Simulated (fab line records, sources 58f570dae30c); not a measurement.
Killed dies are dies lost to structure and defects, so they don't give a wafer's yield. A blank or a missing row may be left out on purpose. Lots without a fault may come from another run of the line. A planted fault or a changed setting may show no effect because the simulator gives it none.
Which tool did it? | flow berkeley_cmos170 | 7 lots, 21 wafers sampled, at 4 steps of a route of 331

WHAT THE GAUGES READ, wafer by wafer
UCB170_M2_RS_MEAS_02: measures by four-point-probe.
lot  | measured     | on            | M2_AL_RS (ohm/sq)
L127 | day 8 03:25  | film_metro-03 | 0.0320 0.0316 0.0319
L129 | day 8 16:22  | film_metro-04 | 0.0317 0.0318 0.0322
L131 | day 9 11:40  | film_metro-04 | 0.0316 0.0317 0.0316
L132 | day 9 12:38  | film_metro-03 | 0.0321 0.0321 0.0321
L133 | day 9 17:32  | film_metro-03 | 0.0313 0.0319 0.0314
L144 | day 11 11:39 | film_metro-01 | 0.0527 0.0323 0.0530 0.0526 0.0324 0.0531
L147 | day 11 20:46 | film_metro-01 | 0.0320 0.0320 0.0318

WHICH TOOL RAN EACH LOT (tool, then ch and the chambers of the sampled wafers, then the start)
lot  | UCB170_CONTACT_STRIP_06              | UCB170_CONTACT_RTA_08            | UCB170_M2_SPUTTER_01
L127 | plasma_asher-03 ch 0,1, day 7 17:16  | rtp_anneal-01 ch 0, day 7 17:33  | pvd_sputter-03, day 8 03:19
L129 | plasma_asher-03 ch 0,1, day 8 04:40  | rtp_anneal-02 ch 0, day 8 06:33  | pvd_sputter-03, day 8 16:16
L131 | plasma_asher-02 ch 0,1, day 8 21:55  | rtp_anneal-02 ch 0, day 8 22:50  | pvd_sputter-04, day 9 11:35
L132 | plasma_asher-03 ch 0,1, day 9 02:07  | rtp_anneal-02 ch 0, day 9 02:23  | pvd_sputter-01, day 9 12:33
L133 | plasma_asher-03 ch 0,1, day 9 06:25  | rtp_anneal-01 ch 0, day 9 06:50  | pvd_sputter-03, day 9 17:26
L144 | plasma_asher-03 ch 0,1, day 11 01:56 | rtp_anneal-02 ch 0, day 11 02:27 | pvd_sputter-03, day 11 11:34
L147 | plasma_asher-03 ch 0,1, day 11 07:11 | rtp_anneal-01 ch 0, day 11 08:07 | pvd_sputter-01, day 11 20:39
- UCB170_CONTACT_STRIP_06: strips in O2.
- UCB170_CONTACT_RTA_08: time 10 s.
- UCB170_M2_SPUTTER_01: material Al, target thk 900 nm, time 120 s.

THE ANSWER, worked out from the rows above alone
Rule: what is usual is taken from the lots themselves. Put in order of their means at a reading, lots are off if they are a third of the lots or fewer, leave a main group of 4 or more, and stand apart from it by a gap of 3 or more times the standard deviation of the main group's means; of several such gaps the widest counts. A main group whose means are all the same, to the digits that the tables above print for the reading, isn't used. A lot without any number at a reading at which 4 lots or more have one is off too. The other lots that the step has rows for count as sound.
Off: L144, at UCB170_M2_RS_MEAS_02 (M2_AL_RS). The main group: mean 0.0318 ohm/sq, standard deviation 0.00019.
A tool fits if, at a process step before that reading, it ran every lot that is off, and no sound lot after the first of them. The gauges at UCB170_M2_RS_MEAS_02 are tried like those tools. Can't be told from this: 2 tools fit, rtp_anneal-02 at UCB170_CONTACT_RTA_08, pvd_sputter-03 at UCB170_M2_SPUTTER_01.

WHAT THE SIMULATOR HAD PUT IN
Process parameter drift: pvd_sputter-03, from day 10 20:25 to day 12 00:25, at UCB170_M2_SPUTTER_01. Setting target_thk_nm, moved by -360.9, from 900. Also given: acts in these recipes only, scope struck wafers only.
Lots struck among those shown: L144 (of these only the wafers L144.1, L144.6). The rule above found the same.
